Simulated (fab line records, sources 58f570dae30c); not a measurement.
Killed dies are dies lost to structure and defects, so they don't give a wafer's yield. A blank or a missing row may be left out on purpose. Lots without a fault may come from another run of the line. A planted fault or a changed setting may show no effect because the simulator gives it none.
Which tool did it? | flow berkeley_cmos170 | 7 lots, 21 wafers sampled, at 3 steps of a route of 331

WHAT THE GAUGES READ, wafer by wafer
UCB170_PSD_TW_MEAS_10.
lot  | measured     | on            | PSD_TW
L248 | day 7 05:06  | film_metro-01 | 2420 2417 2407
L254 | day 8 09:18  | film_metro-04 | 2146 2130 2142
L257 | day 8 22:22  | film_metro-03 | 2298 2294 2299
L255 | day 8 22:44  | film_metro-03 | 2134 2123 2130
L266 | day 10 06:59 | film_metro-01 | 2406 2393 2403
L262 | day 10 07:58 | film_metro-03 | 2300 2306 2303
L269 | day 11 10:26 | film_metro-01 | 2385 2402 2400

WHICH TOOL RAN EACH LOT (tool, then ch and the chambers of the sampled wafers, then the start)
lot  | UCB170_PSD_IMPLANT_08           | UCB170_PSD_STRIP_09
L248 | implanter-04 ch 0, day 7 04:51  | plasma_asher-01 ch 0,1, day 7 05:00
L254 | implanter-04 ch 0, day 8 09:04  | plasma_asher-02 ch 0,1, day 8 09:11
L257 | implanter-03 ch 0, day 8 22:07  | plasma_asher-02 ch 0,1, day 8 22:16
L255 | implanter-04 ch 0, day 8 22:29  | plasma_asher-02 ch 0,1, day 8 22:38
L266 | implanter-03 ch 0, day 10 06:44 | plasma_asher-01 ch 0,1, day 10 06:53
L262 | implanter-03 ch 0, day 10 07:44 | plasma_asher-03 ch 0,1, day 10 07:51
L269 | implanter-02 ch 0, day 11 10:11 | plasma_asher-01 ch 0,1, day 11 10:20
- UCB170_PSD_IMPLANT_08
- UCB170_PSD_STRIP_09: strips in O2.

THE ANSWER, worked out from the rows above alone
Rule: what is usual is taken from the lots themselves. Put in order of their means at a reading, lots are off if they are a third of the lots or fewer, leave a main group of 4 or more, and stand apart from it by a gap of 3 or more times the standard deviation of the main group's means; of several such gaps the widest counts. A main group whose means are all the same, to the digits that the tables above print for the reading, isn't used. A lot without any number at a reading at which 4 lots or more have one is off too. The other lots that the step has rows for count as sound.
Off: L254, L255, at UCB170_PSD_TW_MEAS_10 (PSD_TW). The main group: mean 2362, standard deviation 51.
A tool fits if, at a process step before that reading, it ran every lot that is off, and no sound lot after the first of them. The gauges at UCB170_PSD_TW_MEAS_10 are tried like those tools. One fits: implanter-04 at UCB170_PSD_IMPLANT_08. Its last sound lot is L248 (day 7 04:51), its first lot that is off L254 (day 8 09:04): a fault that began between those two fits.

WHAT THE SIMULATOR HAD PUT IN
Process parameter drift: implanter-04, from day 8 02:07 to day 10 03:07, at UCB170_PSD_IMPLANT_08. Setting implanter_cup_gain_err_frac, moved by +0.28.
Lots struck among those shown: L254, L255. The rule above found the same.
